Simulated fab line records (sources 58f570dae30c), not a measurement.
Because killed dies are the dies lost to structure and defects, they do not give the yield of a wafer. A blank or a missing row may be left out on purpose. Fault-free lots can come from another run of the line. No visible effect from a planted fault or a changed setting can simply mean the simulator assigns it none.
What tool caused it? -- flow berkeley_cmos170 -- 7 lots, 21 wafers sampled, at 1 step of a route of 331

WHAT THE GAUGES SHOWED, per wafer
UCB170_SDANNEAL_RS_MEAS_05: uses a four-point probe to measure.
lot,measured,on,NLDD_RS (ohm/sq)
L985,day 7 22:38,film_metro-04,617.6 616.2 617.2
L990,day 8 21:08,film_metro-01,613.7 613.7 612.7
L994,day 9 19:04,film_metro-04,615.4 616.2 616.4
L995,day 10 17:20,film_metro-03,618.6 616.6 618.8
L999,day 10 21:34,film_metro-04,622.4 620.2 620.6
L102,day 12 00:45,film_metro-03,617.1 616.9 614.4
L107,day 12 14:56,film_metro-04,619.0 619.0 618.6

TOOL THAT RAN EACH LOT (tool first, then ch and the chambers of the sampled wafers, then the start)
Record: no process step prior to these readings.

THE ANSWER, worked out from the rows above alone
Rule: the usual values come from the lots themselves. The widest of any qualifying gaps counts: lots, ordered by their means at a reading, are off when they make up no more than a third of the lots, leave a main group of 4 or more, and stand apart from it by 3 or more times the standard deviation of that group's means. Not used: any main group whose means are identical at the precision the tables above print for the reading. Also off: a lot with no number at a reading for which 4 or more lots have one. Where the step has rows for the other lots, those lots are counted as sound.
None of the lots is off at any reading shown; this tells nothing.

WHAT HAD BEEN PUT IN BY THE SIMULATOR
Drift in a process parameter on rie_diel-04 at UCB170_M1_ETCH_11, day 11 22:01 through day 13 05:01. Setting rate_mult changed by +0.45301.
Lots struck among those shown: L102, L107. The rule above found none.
